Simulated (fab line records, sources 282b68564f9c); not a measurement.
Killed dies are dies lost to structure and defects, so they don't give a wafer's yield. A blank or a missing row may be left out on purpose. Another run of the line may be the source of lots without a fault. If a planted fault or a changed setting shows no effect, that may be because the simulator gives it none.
Check for tools in common || flow rit-cmos || 14 lots and 48 wafers in the sample

## WHY IT WAS OPENED
RIT_NRETRO_TW_MEAS_10, reading NRETRO_TW: flagged on 2 of 14 lots. Fault-free wafers read 1059, with a standard deviation of 6.2.
Rule: a lot is flagged when every wafer of it that has a number lies more than 4 standard deviations from that mean, or none has a number. The other lots count as sound.

{"lot": "L213", "measured": "day 2 07:56", "on": "film-metro-03", "NRETRO_TW, wafer by wafer": "1067 1054 1061", "flag": ""}
{"lot": "L215", "measured": "day 2 18:25", "on": "film-metro-01", "NRETRO_TW, wafer by wafer": "1058 1057 1053", "flag": ""}
{"lot": "L216", "measured": "day 2 23:24", "on": "film-metro-03", "NRETRO_TW, wafer by wafer": "1059 1064 1055", "flag": ""}
{"lot": "L217", "measured": "day 3 04:55", "on": "film-metro-03", "NRETRO_TW, wafer by wafer": "1058 1062 1064", "flag": ""}
{"lot": "L219", "measured": "day 3 14:07", "on": "film-metro-02", "NRETRO_TW, wafer by wafer": "1060 1059 1061", "flag": ""}
{"lot": "L220", "measured": "day 3 19:25", "on": "film-metro-03", "NRETRO_TW, wafer by wafer": "1054 1048 1055", "flag": ""}
{"lot": "L221", "measured": "day 4 04:00", "on": "film-metro-03", "NRETRO_TW, wafer by wafer": "1068 1069 1067", "flag": ""}
{"lot": "L222", "measured": "day 4 08:25", "on": "film-metro-03", "NRETRO_TW, wafer by wafer": "1070 1063 1065", "flag": ""}
{"lot": "L223", "measured": "day 4 11:50", "on": "film-metro-01", "NRETRO_TW, wafer by wafer": "1049 1049 1050", "flag": ""}
{"lot": "L225", "measured": "day 4 22:28", "on": "film-metro-03", "NRETRO_TW, wafer by wafer": "1062 1065 1062", "flag": ""}
{"lot": "L227", "measured": "day 5 12:53", "on": "film-metro-02", "NRETRO_TW, wafer by wafer": "1064 1067 1059", "flag": ""}
{"lot": "L228", "measured": "day 5 16:02", "on": "film-metro-03", "NRETRO_TW, wafer by wafer": "1058 1057 1058", "flag": ""}
{"lot": "L234", "measured": "day 7 02:50", "on": "film-metro-03", "NRETRO_TW, wafer by wafer": "30 30 30 30 30 30", "flag": "FLAGGED"}
{"lot": "L235", "measured": "day 7 16:12", "on": "film-metro-03", "NRETRO_TW, wafer by wafer": "30 30 30 30 30 30", "flag": "FLAGGED"}
On average the flagged lots read 30, which is -1029 against the usual, or -99 or more standard deviations.

## LOT BY LOT: THE TOOL USED
The record keeps 1 process step preceding the reading, out of 202 steps on the route. In each cell: the tool, then ch and the chambers that the sampled wafers went through, then the start.
{"lot": "L213", "flag": "", "RIT_PWELL_STRIP_09": "plasma-asher-04 ch 0,1, day 2 00:49"}
{"lot": "L215", "flag": "", "RIT_PWELL_STRIP_09": "plasma-asher-02 ch 0,1, day 2 11:14"}
{"lot": "L216", "flag": "", "RIT_PWELL_STRIP_09": "plasma-asher-02 ch 0,1, day 2 15:29"}
{"lot": "L217", "flag": "", "RIT_PWELL_STRIP_09": "plasma-asher-03 ch 0,1, day 2 19:31"}
{"lot": "L219", "flag": "", "RIT_PWELL_STRIP_09": "plasma-asher-02 ch 0,1, day 3 06:28"}
{"lot": "L220", "flag": "", "RIT_PWELL_STRIP_09": "plasma-asher-03 ch 0,1, day 3 11:17"}
{"lot": "L221", "flag": "", "RIT_PWELL_STRIP_09": "plasma-asher-02 ch 0,1, day 3 20:35"}
{"lot": "L222", "flag": "", "RIT_PWELL_STRIP_09": "plasma-asher-02 ch 0,1, day 3 23:28"}
{"lot": "L223", "flag": "", "RIT_PWELL_STRIP_09": "plasma-asher-02 ch 0,1, day 4 04:05"}
{"lot": "L225", "flag": "", "RIT_PWELL_STRIP_09": "plasma-asher-02 ch 0,1, day 4 13:05"}
{"lot": "L227", "flag": "", "RIT_PWELL_STRIP_09": "plasma-asher-04 ch 0,1, day 5 05:07"}
{"lot": "L228", "flag": "", "RIT_PWELL_STRIP_09": "plasma-asher-03 ch 0,1, day 5 07:05"}
{"lot": "L234", "flag": "FLAGGED", "RIT_PWELL_STRIP_09": "plasma-asher-03 ch 0,1, day 6 16:24"}
{"lot": "L235", "flag": "FLAGGED", "RIT_PWELL_STRIP_09": "plasma-asher-03 ch 0,1, day 7 06:17"}
What the steps here do:
- RIT_PWELL_STRIP_09: strips in O2, time 180 s.
- RIT_NRETRO_TW_MEAS_10

## FLAGGED OVER TOTAL, TOOL BY TOOL (the gauges that took the reading come last)
{"step": "RIT_PWELL_STRIP_09", "tool": "plasma-asher-02", "lots run": 7, "flagged": 0, "share of the flagged lots": "none", "sound lots run after its first flagged lot": "-"}
{"step": "RIT_PWELL_STRIP_09", "tool": "plasma-asher-03", "lots run": 5, "flagged": 2, "share of the flagged lots": "all", "sound lots run after its first flagged lot": 0}
{"step": "RIT_PWELL_STRIP_09", "tool": "plasma-asher-04", "lots run": 2, "flagged": 0, "share of the flagged lots": "none", "sound lots run after its first flagged lot": "-"}
{"step": "RIT_NRETRO_TW_MEAS_10", "tool": "film-metro-01", "lots run": 2, "flagged": 0, "share of the flagged lots": "none", "sound lots run after its first flagged lot": "-"}
{"step": "RIT_NRETRO_TW_MEAS_10", "tool": "film-metro-02", "lots run": 2, "flagged": 0, "share of the flagged lots": "none", "sound lots run after its first flagged lot": "-"}
{"step": "RIT_NRETRO_TW_MEAS_10", "tool": "film-metro-03", "lots run": 10, "flagged": 2, "share of the flagged lots": "all", "sound lots run after its first flagged lot": 0}

## WHAT THE TABLE ALLOWS
Table rows that saw every flagged lot: 2, namely plasma-asher-03 at RIT_PWELL_STRIP_09 and film-metro-03 at RIT_NRETRO_TW_MEAS_10.
- plasma-asher-03 at RIT_PWELL_STRIP_09: 2 of its 5 lots flagged. Its last sound lot is L228 (day 5 07:05), its first flagged lot L234 (day 6 16:24): a fault that began between those two fits. On the flagged lots its readings are blank where sound lots have values: chamber-pressure-mTorr, drypump-motor-current-A.
- film-metro-03 at RIT_NRETRO_TW_MEAS_10: 2 of its 10 lots flagged. Its last sound lot is L228 (day 5 16:02), its first flagged lot L234 (day 7 02:50): a fault that began between those two fits.
Because each of these 2 tools fits a fault that began at some hour, counting lots does not separate them. More lots, or a look at what each step does to the wafer, might.

## WHAT THE SIMULATOR PUT IN
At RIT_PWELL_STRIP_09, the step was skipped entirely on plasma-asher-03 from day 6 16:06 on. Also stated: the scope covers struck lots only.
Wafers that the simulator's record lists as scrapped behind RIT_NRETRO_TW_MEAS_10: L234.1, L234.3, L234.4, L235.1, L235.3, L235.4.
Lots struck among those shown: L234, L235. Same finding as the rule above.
